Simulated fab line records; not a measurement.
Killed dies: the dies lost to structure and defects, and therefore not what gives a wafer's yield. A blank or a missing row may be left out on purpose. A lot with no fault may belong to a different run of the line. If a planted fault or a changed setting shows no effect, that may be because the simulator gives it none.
fab line records	flow ritCmos	part 1 of 2: steps 1 to 27 of 37
[record] lots = 5	wafers = 15	lastDay = 6
route steps=202 shown GATE@85 REOX@98 NLDD@103 PLDD@114
lots that met no fault: taken from a fault-free run of the same line
startH: hours from the record's first day to the start of the lot's first wafer shown	waitH: time in hours since the lot's previous step	" same as the row above	L1.1+2: a single row standing in for several wafers	- no value, or no start was given	* or withheld: withheld	< > ~ a bound
route shown NAME@n: NAME is a module with steps in the file, n the number in the route of the first one	usual: mean/standard deviation of fault-free wafers	same: alike in all rows	chamber/n: place in a boat	sites: the reading at each site	_std_site: the standard deviation of these	_edge_site: mean of outer sites minus mean of inner sites	radiusMm: how far each site lies from the wafer's centre	mask NAME#n: copy n	behind: tool/chamber where the wafer was last shaped	hold: cause of the lot's hold/its duration in hours/its outcome	device: which transistor (n, p or np) failed to switch	end of line: tests of these same wafers at the route's end	a step given without rows: its recipe and nothing more	killed: the dies lost at the first sort to structure and to defects; this is not the yield of the wafer	map: dies across one wafer; x = killed, . = not, _ = none there
set.NAME: the setting as run; set.NAME@STEP: as run at that earlier step	model.NAME: the simulator's own value behind a step, which no gauge read
a table for each step, a row for each wafer; lots at some steps of the route
services: from which hour (startH, from the record's first day; less than 0 if before it) a tool's chamber was out of use, for how many hours, and why
[[steps]]
[step RIT_GATE_THK_MEAS_09]
[recipe] reads = poly-Si_of_GATE_CVD_08
[usual] GATE_POLY_THK = 250.7/1.8
lot.wafer	tool	chamber	startH	waitH	GATE_POLY_THK[nm]
L076.1	filmMetro-04	-	68.01	0.0	253.3
L076.2	"	-	"	"	254.5
L076.3	"	-	"	"	254.6
L078.3	filmMetro-02	-	76.61	0.0	250.4
L078.4	"	-	"	"	250.9
L078.5	"	-	"	"	253.7
L084.1	filmMetro-02	-	105.82	0.0	252.9
L084.2	"	-	"	"	253.6
L084.6	"	-	"	"	253.6
L088.2	filmMetro-02	-	120.34	0.0	251.6
L088.4	"	-	"	"	250.6
L088.6	"	-	"	"	249.0
L091.2	filmMetro-04	-	129.83	0.0	250.4
L091.3	"	-	"	"	248.9
L091.4	"	-	"	"	251.3
[step RIT_GATE_HMDS_10]
[recipe] primeTimeS = 60	primeTempC = 140
[usual] resistLineTempC = 22.98/0.1
lot.wafer	tool	chamber	startH	waitH	resistLineTempC
L076.1	lithoTrack-03	0	68.07	0.1	22.85
L076.2	"	0	"	"	22.89
L076.3	"	0	"	"	22.79
L078.3	lithoTrack-03	0	76.72	0.1	22.99
L078.4	"	0	"	"	22.73
L078.5	"	0	"	"	22.80
L084.1	lithoTrack-04	0	105.88	0.1	23.26
L084.2	"	0	"	"	22.93
L084.6	"	0	"	"	22.98
L088.2	lithoTrack-02	0	120.42	0.1	22.72
L088.4	"	0	"	"	22.89
L088.6	"	0	"	"	22.99
L091.2	lithoTrack-04	0	129.91	0.1	22.93
L091.3	"	0	"	"	23.04
L091.4	"	0	"	"	22.96
[step RIT_GATE_COAT_11]
[recipe] resist = NOVOLAK	spinRpm = 4250	resistThkNm = 850
[usual] resistLineTempC = 22.99/0.12
lot.wafer	tool	chamber	startH	waitH	resistLineTempC
L076.1	lithoTrack-03	0	68.22	0.1	22.84
L076.2	"	0	"	"	22.87
L076.3	"	0	"	"	22.94
L078.3	lithoTrack-03	0	76.87	0.1	22.91
L078.4	"	0	"	"	22.91
L078.5	"	0	"	"	22.92
L084.1	lithoTrack-04	0	106.03	0.1	23.17
L084.2	"	0	"	"	23.17
L084.6	"	0	"	"	23.03
L088.2	lithoTrack-02	0	120.57	0.1	23.20
L088.4	"	0	"	"	23.06
L088.6	"	0	"	"	23.08
L091.2	lithoTrack-04	0	130.06	0.1	23.07
L091.3	"	0	"	"	22.93
L091.4	"	0	"	"	23.19
[step RIT_GATE_SOFTBAKE_12]
[recipe] resist = NOVOLAK	tempC = 90	timeS = 60
[usual] resistLineTempC = 23.02/0.1
[same] timeS = 60
lot.wafer	tool	chamber	startH	waitH	resistLineTempC
L076.1	lithoTrack-03	0	68.37	0.1	22.85
L076.2	"	0	"	"	23.04
L076.3	"	0	"	"	22.99
L078.3	lithoTrack-03	0	77.02	0.1	23.12
L078.4	"	0	"	"	23.12
L078.5	"	0	"	"	23.09
L084.1	lithoTrack-04	0	106.18	0.1	22.93
L084.2	"	0	"	"	22.92
L084.6	"	0	"	"	22.91
L088.2	lithoTrack-02	0	120.72	0.1	22.94
L088.4	"	0	"	"	22.92
L088.6	"	0	"	"	23.05
L091.2	lithoTrack-04	0	130.21	0.1	23.13
L091.3	"	0	"	"	23.06
L091.4	"	0	"	"	23.12
[step RIT_GATE_EXPOSE_13]
[recipe] maskId = M6	na = 0.6	sourceShape = conventional	sigmaOuter = 0.6	targetCdNm = 150	doseMj = 380
[usual] exposureDoseMJCm2 = 380.0/0.38
lot.wafer	tool	chamber	startH	waitH	mask	exposureDoseMJCm2
L076.1	ilineStepper-01	0	68.64	0.2	M6#0	380.0
L076.2	"	0	"	"	M6#0	380.0
L076.3	"	0	"	"	M6#0	380.0
L078.3	ilineStepper-02	0	77.38	0.3	M6#0	379.7
L078.4	"	0	"	"	M6#0	379.6
L078.5	"	0	"	"	M6#0	380.3
L084.1	ilineStepper-02	0	106.46	0.2	M6#0	380.0
L084.2	"	0	"	"	M6#0	380.0
L084.6	"	0	"	"	M6#0	379.8
L088.2	ilineStepper-02	0	120.86	0.1	M6#0	379.6
L088.4	"	0	"	"	M6#0	379.8
L088.6	"	0	"	"	M6#0	379.6
L091.2	ilineStepper-01	0	130.48	0.2	M6#0	379.9
L091.3	"	0	"	"	M6#0	380.1
L091.4	"	0	"	"	M6#0	380.2
[step RIT_GATE_PEB_14]
[recipe] resist = NOVOLAK	tempC = withheld	timeS = withheld
[usual] resistLineTempC = *
lot.wafer	tool	chamber	startH	waitH	resistLineTempC
L076.1	lithoTrack-02	0	68.76	0.1	*
L076.2	"	0	"	"	*
L076.3	"	0	"	"	*
L078.3	lithoTrack-04	0	77.51	0.1	*
L078.4	"	0	"	"	*
L078.5	"	0	"	"	*
L084.1	lithoTrack-03	0	106.57	0.1	*
L084.2	"	0	"	"	*
L084.6	"	0	"	"	*
L088.2	lithoTrack-02	0	121.15	0.3	*
L088.4	"	0	"	"	*
L088.6	"	0	"	"	*
L091.2	lithoTrack-02	0	130.60	0.1	*
L091.3	"	0	"	"	*
L091.4	"	0	"	"	*
[step RIT_GATE_DEVELOP_15]
[recipe] resist = NOVOLAK	developTimeS = 50	devTempC = 23
[usual] resistLineTempC = 23.00/0.097
lot.wafer	tool	chamber	startH	waitH	resistLineTempC
L076.1	lithoTrack-02	0	-	-	22.89
L076.2	"	0	"	"	22.95
L076.3	"	0	"	"	23.01
L078.3	lithoTrack-04	0	-	-	23.07
L078.4	"	0	"	"	23.09
L078.5	"	0	"	"	22.95
L084.1	lithoTrack-03	0	-	-	23.03
L084.2	"	0	"	"	22.93
L084.6	"	0	"	"	22.95
L088.2	lithoTrack-02	0	-	-	22.86
L088.4	"	0	"	"	22.85
L088.6	"	0	"	"	22.80
L091.2	lithoTrack-02	0	-	-	22.83
L091.3	"	0	"	"	22.76
L091.4	"	0	"	"	22.88
[step RIT_GATE_CD_MEAS_16]
[recipe] targetCdNm = 150
[usual] cdNm = 150.3/2.1
lot.wafer	tool	chamber	startH	waitH	cdNm
L076.1	cdSem-02	-	69.04	-	153.4
L076.2	"	-	"	"	153.1
L076.3	"	-	"	"	152.1
L078.3	cdSem-01	-	77.78	-	149.7
L078.4	"	-	"	"	150.7
L078.5	"	-	"	"	151.8
L084.1	cdSem-02	-	106.86	-	153.1
L084.2	"	-	"	"	150.7
L084.6	"	-	"	"	152.3
L088.2	cdSem-01	-	121.43	-	147.4
L088.4	"	-	"	"	148.9
L088.6	"	-	"	"	147.5
L091.2	cdSem-01	-	130.88	-	155.9
L091.3	"	-	"	"	153.0
L091.4	"	-	"	"	152.0
[step RIT_GATE_OVL_MEAS_17]
[usual] GATE_OVL = -1.6/1.4
lot.wafer	tool	chamber	startH	waitH	GATE_OVL[nm]
L076.1	overlay-01	-	69.16	0.1	-2.4
L076.2	"	-	"	"	-0.9
L076.3	"	-	"	"	-0.8
L078.3	overlay-02	-	77.87	0.1	-0.1
L078.4	"	-	"	"	-0.2
L078.5	"	-	"	"	-0.7
L084.1	overlay-01	-	106.98	0.1	-1.2
L084.2	"	-	"	"	-0.8
L084.6	"	-	"	"	-2.9
L088.2	overlay-02	-	121.54	0.1	-3.4
L088.4	"	-	"	"	-2.6
L088.6	"	-	"	"	-2.0
L091.2	overlay-02	-	130.99	0.1	0.1
L091.3	"	-	"	"	0.9
L091.4	"	-	"	"	1.1
[step RIT_GATE_HARDBAKE_18]
[recipe] resist = NOVOLAK	tempC = 140	timeS = 60
[usual] resistLineTempC = 22.99/0.11
[same] timeS = 60
lot.wafer	tool	chamber	startH	waitH	resistLineTempC
L076.1	lithoTrack-04	0	69.20	0.0	22.98
L076.2	"	0	"	"	23.06
L076.3	"	0	"	"	23.09
L078.3	lithoTrack-03	0	78.05	0.2	23.08
L078.4	"	0	"	"	22.90
L078.5	"	0	"	"	22.78
L084.1	lithoTrack-04	0	107.01	0.0	23.13
L084.2	"	0	"	"	23.24
L084.6	"	0	"	"	23.09
L088.2	lithoTrack-02	0	121.76	0.2	23.00
L088.4	"	0	"	"	22.86
L088.6	"	0	"	"	22.98
L091.2	lithoTrack-02	0	131.21	0.2	22.88
L091.3	"	0	"	"	22.92
L091.4	"	0	"	"	22.89
[step RIT_GATE_ETCH_19]
[recipe] chemistry = SF6/CHF3/O2	timeS = 165	SF6_flow_sccm = 30	CHF3_flow_sccm = 30	O2_flow_sccm = 5	target = poly-Si	pressureMtorr = 40	rfW = 160	targetDepthA = 3125	overEtchFrac = 0.25	stopOn = SiO2
[usual] drypumpMotorCurrentA = 5.9/0.51	heBacksideLeakSccm = 2.7/0.33	oesProductAu = 0.847/0.014	throttleValvePct = 10.21/0.16
[same] timeS = 165
lot.wafer	tool	chamber	startH	waitH	drypumpMotorCurrentA	heBacksideLeakSccm	oesProductAu	rfHoursCounterH	throttleValvePct
L076.1	rieSi-02	2	69.35	0.1	6.6	2.8	0.830	80	10.27
L076.2	"	1	"	"	5.5	3.1	0.864	118	10.24
L076.3	"	3	"	"	5.4	2.7	0.837	143	10.15
L078.3	rieSi-02	1	78.15	0.1	5.5	3.0	0.851	119	10.24
L078.4	"	2	"	"	6.7	2.5	0.821	81	10.30
L078.5	"	2	"	"	6.7	2.7	0.833	-	10.27
L084.1	rieSi-01	0	107.16	0.1	5.5	2.6	0.855	71	10.47
L084.2	"	3	"	"	5.5	3.0	0.855	3	10.20
L084.6	"	3	"	"	5.5	2.9	0.860	-	10.21
L088.2	rieSi-02	0	121.89	0.1	5.8	2.2	0.851	0	10.07
L088.4	"	2	"	"	6.7	2.5	0.825	81	10.28
L088.6	"	0	"	"	5.8	2.2	0.841	-	10.07
L091.2	rieSi-02	1	131.33	0.1	5.5	3.1	0.862	119	10.24
L091.3	"	0	"	"	5.8	2.2	0.844	0	10.06
L091.4	"	2	"	"	6.7	2.7	0.829	81	10.27
[step RIT_GATE_STRIP_20]
[recipe] chemistry = O2	timeS = 180	resist = NOVOLAK	platenTempC = withheld	powerW = 500	pressureMtorr = 4000	o2FlowSccm = 4000
[usual] drypumpMotorCurrentA = 5.7/0.45
[same] timeS = 180
lot.wafer	tool	chamber	startH	waitH	drypumpMotorCurrentA	rfHoursCounterH
L076.1	plasmaAsher-01	0	69.46	0.1	6.0	23
L076.2	"	1	"	"	5.7	23
L076.3	"	1	"	"	5.7	-
L078.3	plasmaAsher-04	0	78.32	0.1	5.5	-
L078.4	"	1	"	"	4.9	-
L078.5	"	0	"	"	5.5	-
L084.1	plasmaAsher-02	1	107.27	0.1	6.5	45
L084.2	"	0	"	"	5.7	45
L084.6	"	1	"	"	6.4	-
L088.2	plasmaAsher-04	0	122.00	0.1	5.5	51
L088.4	"	1	"	"	4.9	-
L088.6	"	0	"	"	5.5	-
L091.2	plasmaAsher-02	0	131.44	0.1	5.7	49
L091.3	"	0	"	"	5.7	-
L091.4	"	1	"	"	6.5	-
[step RIT_GATE_CD_MEAS_90]
[recipe] targetCdNm = 150
[usual] cdNm = 150.4/2.2
lot.wafer	tool	chamber	startH	waitH	cdNm
L076.1	cdSem-01	-	69.63	0.1	153.4
L076.2	"	-	"	"	153.1
L076.3	"	-	"	"	152.1
L078.3	cdSem-01	-	78.47	0.1	150.1
L078.4	"	-	"	"	150.8
L078.5	"	-	"	"	151.5
L084.1	cdSem-01	-	107.45	0.1	153.2
L084.2	"	-	"	"	150.9
L084.6	"	-	"	"	152.5
L088.2	cdSem-02	-	122.19	0.1	147.2
L088.4	"	-	"	"	149.1
L088.6	"	-	"	"	147.6
L091.2	cdSem-02	-	131.64	0.1	156.0
L091.3	"	-	"	"	153.8
L091.4	"	-	"	"	151.7
[step RIT_REOX_CLEAN_00]
[recipe] chemistry = SC1	mix = 3:3:50	timeS = 600	tempC = 75
[usual] bathGuardTempC = 75.2/0.75
[same] timeS = 600
lot.wafer	tool	chamber	startH	waitH	bathGuardTempC
L076.1	wetBench-01	3	69.75	0.1	74.1
L076.2	"	3	"	"	74.1
L076.3	"	3	"	"	73.8
L078.3	wetBench-01	2	78.55	0.1	75.0
L078.4	"	2	"	"	74.9
L078.5	"	2	"	"	74.8
L084.1	wetBench-04	2	107.57	0.1	76.6
L084.2	"	2	"	"	76.4
L084.6	"	2	"	"	76.7
L088.2	wetBench-01	3	122.29	0.1	73.8
L088.4	"	3	"	"	74.2
L088.6	"	3	"	"	73.4
L091.2	wetBench-04	3	131.74	0.1	74.4
L091.3	"	3	"	"	74.9
L091.4	"	3	"	"	74.8
[step RIT_REOX_CLEAN_01]
[recipe] chemistry = dHF	dilution = 50:1	timeS = 30
[same] timeS = 30
lot.wafer	tool	chamber	startH	waitH
L076.1+2+3	wetBench-03	2	69.93	0.0
L078.3+4+5	wetBench-03	0	78.73	0.0
L084.1+2+6	wetBench-01	2	107.92	0.0
L088.2+4+6	wetBench-03	2	122.47	0.0
L091.2+3+4	wetBench-04	2	131.91	0.0
[step RIT_REOX_CLEAN_02]
[recipe] chemistry = SC2	mix = 3:3:50	timeS = 600	tempC = 75	dry = n2Spin
[usual] bathGuardTempC = 75.0/0.79
[same] timeS = 600
lot.wafer	tool	chamber	startH	waitH	bathGuardTempC
L076.1	wetBench-04	2	69.94	0.0	76.4
L076.2	"	2	"	"	76.4
L076.3	"	2	"	"	76.5
L078.3	wetBench-04	1	78.74	0.0	74.5
L078.4	"	1	"	"	74.7
L078.5	"	1	"	"	74.8
L084.1	wetBench-04	0	107.93	0.0	75.0
L084.2	"	0	"	"	74.8
L084.6	"	0	"	"	75.1
L088.2	wetBench-01	3	122.48	0.0	73.9
L088.4	"	3	"	"	73.9
L088.6	"	3	"	"	73.9
L091.2	wetBench-04	3	131.93	0.0	74.8
L091.3	"	3	"	"	74.9
L091.4	"	3	"	"	74.9
[step RIT_REOX_OXIDATION_03]
[recipe] tempC = 900	ambient = O2	targetThkA = 252	oxTimeS = 5580
lot.wafer	tool	chamber	startH	waitH
L076.1+2+3	furnace-04	0	74.91	4.8
L078.3+4+5	furnace-03	0	81.39	2.5
L084.1+2+6	furnace-03	0	110.34	2.1
L088.2+4+6	furnace-03	0	122.76	0.1
L091.2+3+4	furnace-01	0	132.87	0.8
[step RIT_REOX_THK_MEAS_04]
[recipe] reads = SiO2_of_REOX_OXIDATION_03
[usual] REOX_OXIDE_THK = 25.3/0.37
lot.wafer	tool	chamber	startH	waitH	REOX_OXIDE_THK[nm]
L076.1	filmMetro-01	-	77.46	0.0	25.4
L076.2	"	-	"	"	25.5
L076.3	"	-	"	"	25.6
L078.3	filmMetro-01	-	83.96	0.0	25.7
L078.4	"	-	"	"	24.8
L078.5	"	-	"	"	24.8
L084.1	filmMetro-04	-	112.89	0.0	25.8
L084.2	"	-	"	"	25.8
L084.6	"	-	"	"	25.8
L088.2	filmMetro-04	-	125.32	0.0	25.2
L088.4	"	-	"	"	25.7
L088.6	"	-	"	"	25.5
L091.2	filmMetro-03	-	135.43	0.0	24.5
L091.3	"	-	"	"	24.7
L091.4	"	-	"	"	24.4
[step RIT_NLDD_HMDS_00]
[recipe] primeTimeS = 60	primeTempC = 140
[usual] resistLineTempC = 22.97/0.11
lot.wafer	tool	chamber	startH	waitH	resistLineTempC
L076.1	lithoTrack-01	0	77.52	0.1	23.16
L076.2	"	0	"	"	23.02
L076.3	"	0	"	"	22.94
L078.3	lithoTrack-04	0	84.20	0.2	22.96
L078.4	"	0	"	"	23.06
L078.5	"	0	"	"	22.95
L084.1	lithoTrack-01	0	112.95	0.1	22.91
L084.2	"	0	"	"	23.07
L084.6	"	0	"	"	22.98
L088.2	lithoTrack-04	0	125.39	0.1	22.98
L088.4	"	0	"	"	23.03
L088.6	"	0	"	"	22.90
L091.2	lithoTrack-03	0	135.50	0.1	22.94
L091.3	"	0	"	"	22.85
L091.4	"	0	"	"	22.90
[step RIT_NLDD_COAT_01]
[recipe] resist = NOVOLAK	spinRpm = 3250	resistThkNm = 1000
[usual] resistLineTempC = 23.00/0.1
lot.wafer	tool	chamber	startH	waitH	resistLineTempC
L076.1	lithoTrack-01	0	77.67	0.1	22.99
L076.2	"	0	"	"	23.05
L076.3	"	0	"	"	22.98
L078.3	lithoTrack-04	0	84.35	0.1	23.06
L078.4	"	0	"	"	22.98
L078.5	"	0	"	"	23.00
L084.1	lithoTrack-01	0	113.10	0.1	23.05
L084.2	"	0	"	"	23.13
L084.6	"	0	"	"	22.93
L088.2	lithoTrack-04	0	125.54	0.1	23.05
L088.4	"	0	"	"	23.06
L088.6	"	0	"	"	23.12
L091.2	lithoTrack-03	0	135.65	0.1	23.17
L091.3	"	0	"	"	22.87
L091.4	"	0	"	"	22.89
[step RIT_NLDD_SOFTBAKE_02]
[recipe] resist = NOVOLAK	tempC = 90	timeS = 60
[usual] resistLineTempC = 22.98/0.1
[same] timeS = 60
lot.wafer	tool	chamber	startH	waitH	resistLineTempC
L076.1	lithoTrack-01	0	77.82	0.1	22.89
L076.2	"	0	"	"	22.97
L076.3	"	0	"	"	22.89
L078.3	lithoTrack-04	0	84.50	0.1	23.03
L078.4	"	0	"	"	23.06
L078.5	"	0	"	"	23.11
L084.1	lithoTrack-01	0	113.25	0.1	22.98
L084.2	"	0	"	"	23.07
L084.6	"	0	"	"	22.98
L088.2	lithoTrack-04	0	125.69	0.1	22.98
L088.4	"	0	"	"	23.11
L088.6	"	0	"	"	23.07
L091.2	lithoTrack-03	0	135.80	0.1	23.07
L091.3	"	0	"	"	22.93
L091.4	"	0	"	"	22.91
[step RIT_NLDD_EXPOSE_03]
[recipe] maskId = M7	na = 0.57	targetCdNm = 40700	doseMj = 250
[usual] exposureDoseMJCm2 = 249.96/0.23
lot.wafer	tool	chamber	startH	waitH	mask	exposureDoseMJCm2
L076.1	ilineStepper-01	0	77.97	0.1	M7#0	249.86
L076.2	"	0	"	"	M7#0	249.77
L076.3	"	0	"	"	M7#0	249.71
L078.3	ilineStepper-02	0	84.64	0.1	M7#0	250.40
L078.4	"	0	"	"	M7#0	250.11
L078.5	"	0	"	"	M7#0	250.18
L084.1	ilineStepper-01	0	113.40	0.1	M7#0	249.65
L084.2	"	0	"	"	M7#0	249.96
L084.6	"	0	"	"	M7#0	249.64
L088.2	ilineStepper-02	0	125.83	0.1	M7#0	249.78
L088.4	"	0	"	"	M7#0	249.68
L088.6	"	0	"	"	M7#0	249.56
L091.2	ilineStepper-02	0	136.07	0.2	M7#0	249.93
L091.3	"	0	"	"	M7#0	250.00
L091.4	"	0	"	"	M7#0	249.97
[step RIT_NLDD_PEB_04]
[recipe] resist = NOVOLAK	tempC = withheld	timeS = withheld
[usual] resistLineTempC = *
lot.wafer	tool	chamber	startH	waitH	resistLineTempC
L076.1	lithoTrack-01	0	78.09	0.1	*
L076.2	"	0	"	"	*
L076.3	"	0	"	"	*
L078.3	lithoTrack-01	0	84.77	0.1	*
L078.4	"	0	"	"	*
L078.5	"	0	"	"	*
L084.1	lithoTrack-03	0	113.51	0.1	*
L084.2	"	0	"	"	*
L084.6	"	0	"	"	*
L088.2	lithoTrack-01	0	126.15	0.3	*
L088.4	"	0	"	"	*
L088.6	"	0	"	"	*
L091.2	lithoTrack-04	0	136.20	0.1	*
L091.3	"	0	"	"	*
L091.4	"	0	"	"	*
[step RIT_NLDD_DEVELOP_05]
[recipe] resist = NOVOLAK	developTimeS = 50	devTempC = 23
[usual] resistLineTempC = 22.99/0.1
lot.wafer	tool	chamber	startH	waitH	resistLineTempC
L076.1	lithoTrack-01	0	-	-	23.06
L076.2	"	0	"	"	23.12
L076.3	"	0	"	"	23.07
L078.3	lithoTrack-01	0	-	-	23.19
L078.4	"	0	"	"	23.10
L078.5	"	0	"	"	23.09
L084.1	lithoTrack-03	0	-	-	22.95
L084.2	"	0	"	"	23.00
L084.6	"	0	"	"	22.88
L088.2	lithoTrack-01	0	-	-	23.05
L088.4	"	0	"	"	23.05
L088.6	"	0	"	"	23.01
L091.2	lithoTrack-04	0	-	-	23.10
L091.3	"	0	"	"	23.13
L091.4	"	0	"	"	23.16
[step RIT_NLDD_OVL_MEAS_06]
[usual] NLDD_OVL = -0.4/1.4
lot.wafer	tool	chamber	startH	waitH	NLDD_OVL[nm]
L076.1	overlay-01	-	78.37	-	-2.4
L076.2	"	-	"	"	-1.4
L076.3	"	-	"	"	-0.6
L078.3	overlay-02	-	85.02	-	-0.7
L078.4	"	-	"	"	-0.2
L078.5	"	-	"	"	0.1
L084.1	overlay-01	-	113.80	-	-1.7
L084.2	"	-	"	"	-0.5
L084.6	"	-	"	"	0.4
L088.2	overlay-02	-	126.41	-	-0.8
L088.4	"	-	"	"	0.2
L088.6	"	-	"	"	1.6
L091.2	overlay-01	-	136.46	-	-0.2
L091.3	"	-	"	"	1.0
L091.4	"	-	"	"	-1.7
[step RIT_NLDD_HARDBAKE_07]
[recipe] resist = NOVOLAK	tempC = 140	timeS = 60
[usual] resistLineTempC = 23.01/0.11
[same] timeS = 60
lot.wafer	tool	chamber	startH	waitH	resistLineTempC
L076.1	lithoTrack-01	0	78.41	0.0	23.03
L076.2	"	0	"	"	22.97
L076.3	"	0	"	"	22.91
L078.3	lithoTrack-04	0	85.09	0.1	23.07
L078.4	"	0	"	"	23.07
L078.5	"	0	"	"	23.15
L084.1	lithoTrack-03	0	113.83	0.0	22.97
L084.2	"	0	"	"	22.81
L084.6	"	0	"	"	23.15
L088.2	lithoTrack-04	0	126.46	0.0	23.10
L088.4	"	0	"	"	22.98
L088.6	"	0	"	"	22.88
L091.2	lithoTrack-03	0	136.63	0.2	23.08
L091.3	"	0	"	"	23.01
L091.4	"	0	"	"	23.15
[step RIT_NLDD_IMPLANT_08]
[recipe] species = P	energyKev = 20	doseCm2 = 5e+14	tiltDeg = 7
lot.wafer	tool	chamber	startH	waitH
L076.1+2+3	implanter-01	0	78.56	0.1
L078.3+4+5	implanter-02	0	85.24	0.1
L084.1+2+6	implanter-04	0	113.98	0.1
L088.2+4+6	implanter-02	0	126.61	0.1
L091.2+3+4	implanter-02	0	136.78	0.1
